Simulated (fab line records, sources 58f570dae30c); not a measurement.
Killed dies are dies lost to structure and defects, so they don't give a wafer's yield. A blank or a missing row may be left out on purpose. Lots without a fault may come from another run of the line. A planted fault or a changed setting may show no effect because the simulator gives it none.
Which tool did it? | flow berkeley_cmos170 | 13 lots, 39 wafers sampled, at 6 steps of a route of 331

WHAT THE GAUGES READ, wafer by wafer
UCB170_NWELL_OVL_MEAS_12.
lot  | measured    | on         | NWELL_OVL (nm)
L738 | day 2 12:37 | overlay-01 | 12 10 12
L739 | day 2 18:53 | overlay-01 | 8 7 8
L742 | day 3 23:15 | overlay-02 | 7 5 10
L743 | day 4 07:06 | overlay-02 | 0 11 -3
L747 | day 4 16:46 | overlay-02 | -3 7 12
L746 | day 4 16:56 | overlay-02 | 9 7 10
L745 | day 4 17:01 | overlay-01 | 12 12 4
L749 | day 4 23:57 | overlay-02 | 4 -4 5
L748 | day 5 00:10 | overlay-02 | 8 14 11
L750 | day 5 08:23 | overlay-02 | 10 -3 1
L752 | day 5 14:26 | overlay-02 | 3 -2 7
L758 | day 6 18:36 | overlay-01 | 0 4 -5
L760 | day 7 01:34 | overlay-02 | 3 1 4

UCB170_PWELL_OVL_MEAS_13.
lot  | measured    | on         | PWELL_OVL (nm)
L738 | day 3 16:26 | overlay-01 | -9 -7 -2
L739 | day 3 16:05 | overlay-02 | 0 1 -3
L742 | day 4 21:13 | overlay-01 | 1 1 5
L743 | day 5 06:01 | overlay-02 | -9 0 -2
L747 | day 5 10:45 | overlay-01 | -1 3 -3
L746 | day 5 10:52 | overlay-02 | 10 1 5
L745 | day 5 17:50 | overlay-01 | -3 -6 2
L749 | day 5 17:34 | overlay-02 | 9 -2 1
L748 | day 5 19:24 | overlay-02 | -2 0 5
L750 | day 6 03:13 | overlay-01 | - - -
L752 | day 6 10:38 | overlay-01 | 1 4 0
L758 | day 7 10:59 | overlay-02 | 6 10 6
L760 | day 7 14:26 | overlay-01 | -7 2 -8

UCB170_PWELL_TW_MEAS_17.
lot  | measured    | on            | PWELL_TW
L738 | day 3 16:49 | film_metro-03 | 377 376 376
L739 | day 3 16:29 | film_metro-01 | 382 379 382
L742 | day 4 21:36 | film_metro-01 | 386 382 383
L743 | day 5 06:23 | film_metro-03 | 377 375 377
L747 | day 5 11:09 | film_metro-01 | 380 381 381
L746 | day 5 11:14 | film_metro-03 | 376 374 377
L745 | day 5 18:14 | film_metro-04 | 375 371 375
L749 | day 5 17:57 | film_metro-04 | 376 376 375
L748 | day 5 19:47 | film_metro-01 | 381 383 382
L750 | day 6 03:37 | film_metro-03 | 30 30 30
L752 | day 6 11:01 | film_metro-03 | 377 376 379
L758 | day 7 11:22 | film_metro-03 | 374 374 373
L760 | day 7 14:49 | film_metro-04 | 376 375 375

UCB170_PVT_TW_MEAS_09.
lot  | measured     | on            | PVT_TW
L738 | day 6 13:04  | film_metro-03 | 506 503 507
L739 | day 6 12:28  | film_metro-04 | 503 502 501
L742 | day 7 12:22  | film_metro-01 | 509 509 508
L743 | day 7 11:53  | film_metro-04 | 506 503 506
L747 | day 7 21:26  | film_metro-01 | 509 508 511
L746 | day 7 21:04  | film_metro-04 | 501 503 502
L745 | day 8 01:19  | film_metro-03 | 503 506 505
L749 | day 8 01:35  | film_metro-04 | 499 500 501
L748 | day 8 11:32  | film_metro-04 | 502 502 501
L752 | day 8 23:49  | film_metro-01 | 510 512 512
L758 | day 10 01:47 | film_metro-01 | 512 507 508
L760 | day 10 01:44 | film_metro-01 | 509 507 509

WHICH TOOL RAN EACH LOT (tool, then ch and the chambers of the sampled wafers, then the start)
lot  | UCB170_PWELL_EXPOSE_10           | UCB170_ACTIVE_SOFTBAKE_09
L738 | krf_scanner-01 ch 0, day 3 16:02 | litho_track-03 ch 0, day 5 02:10
L739 | krf_scanner-02 ch 0, day 3 15:43 | litho_track-01 ch 0, day 5 02:12
L742 | krf_scanner-02 ch 0, day 4 20:49 | litho_track-01 ch 0, day 6 02:30
L743 | krf_scanner-02 ch 0, day 5 05:20 | litho_track-02 ch 0, day 6 05:29
L747 | krf_scanner-02 ch 0, day 5 10:23 | litho_track-01 ch 0, day 6 12:15
L746 | krf_scanner-02 ch 0, day 5 10:28 | litho_track-02 ch 0, day 6 12:28
L745 | krf_scanner-02 ch 0, day 5 17:01 | litho_track-02 ch 0, day 6 18:11
L749 | krf_scanner-02 ch 0, day 5 16:45 | litho_track-01 ch 0, day 6 18:06
L748 | krf_scanner-02 ch 0, day 5 19:01 | litho_track-01 ch 0, day 7 04:22
L750 | krf_scanner-02 ch 0, day 6 02:39 | -
L752 | krf_scanner-02 ch 0, day 6 10:01 | litho_track-02 ch 0, day 7 17:13
L758 | krf_scanner-02 ch 0, day 7 10:28 | litho_track-03 ch 0, day 8 13:34
L760 | krf_scanner-01 ch 0, day 7 14:03 | litho_track-02 ch 0, day 8 13:38
- UCB170_PWELL_EXPOSE_10: exposes mask PWELL, target cd 3000 nm.
- UCB170_ACTIVE_SOFTBAKE_09: time 62.64 s.

WHAT THE TOOLS THEMSELVES READ (means of the sampled wafers that have a number; where no wafer has one, the mark that the record gives instead)
UCB170_PWELL_EXPOSE_10.
lot  | tool           | focus_offset_nm (nm)
L738 | krf_scanner-01 | -0.2
L739 | krf_scanner-02 | -0.7
L742 | krf_scanner-02 | -1.1
L743 | krf_scanner-02 | 0.1
L747 | krf_scanner-02 | -0.3
L746 | krf_scanner-02 | 0.4
L745 | krf_scanner-02 | 0.2
L749 | krf_scanner-02 | -0.0
L748 | krf_scanner-02 | 0.1
L750 | krf_scanner-02 | 0.4
L752 | krf_scanner-02 | -0.1
L758 | krf_scanner-02 | 0.5
L760 | krf_scanner-01 | 0.1

UCB170_ACTIVE_SOFTBAKE_09.
lot  | tool           | heater_power_total_W (W) | plate_sensor_t_centre_C (C) | plate_sensor_t_edge_C (C)
L738 | litho_track-03 | 56.74                    | 131.41                      | 131.53
L739 | litho_track-01 | 56.70                    | 131.42                      | 131.54
L742 | litho_track-01 | 56.71                    | 131.41                      | 131.52
L743 | litho_track-02 | 56.70                    | 131.41                      | 131.53
L747 | litho_track-01 | 56.71                    | 131.41                      | 131.53
L746 | litho_track-02 | 56.71                    | 131.41                      | 131.52
L745 | litho_track-02 | 56.72                    | 131.41                      | 131.53
L749 | litho_track-01 | 56.70                    | 131.41                      | 131.54
L748 | litho_track-01 | 56.71                    | 131.41                      | 131.54
L752 | litho_track-02 | 56.71                    | 131.41                      | 131.54
L758 | litho_track-03 | 56.72                    | 131.41                      | 131.53
L760 | litho_track-02 | 56.72                    | 131.41                      | 131.53

THE ANSWER, worked out from the rows above alone
Rule: what is usual is taken from the lots themselves. Put in order of their means at a reading, lots are off if they are a third of the lots or fewer, leave a main group of 4 or more, and stand apart from it by a gap of 3 or more times the standard deviation of the main group's means; of several such gaps the widest counts. A main group whose means are all the same, to the digits that the tables above print for the reading, isn't used. A lot without any number at a reading at which 4 lots or more have one is off too. The other lots that the step has rows for count as sound. The gauges are gone through in route order, then the tools' own readings, and for those a lot's mean is taken as printed above. The first step at which some lot is off is used, and at that step the reading that is off furthest; a lot without a number counts as furthest.
Off: L750, at UCB170_PWELL_OVL_MEAS_13 (PWELL_OVL). Without a number there: L750. The main group: mean 0 nm, standard deviation 3.8.
A tool fits if, at a process step before that reading, it ran every lot that is off, and no sound lot after the first of them. The gauges at UCB170_PWELL_OVL_MEAS_13 aren't tried: what is off there is off at UCB170_PWELL_TW_MEAS_17 too, on other tools, and a gauge's error can't cause that. None of those tried fits.

WHAT THE SIMULATOR HAD PUT IN
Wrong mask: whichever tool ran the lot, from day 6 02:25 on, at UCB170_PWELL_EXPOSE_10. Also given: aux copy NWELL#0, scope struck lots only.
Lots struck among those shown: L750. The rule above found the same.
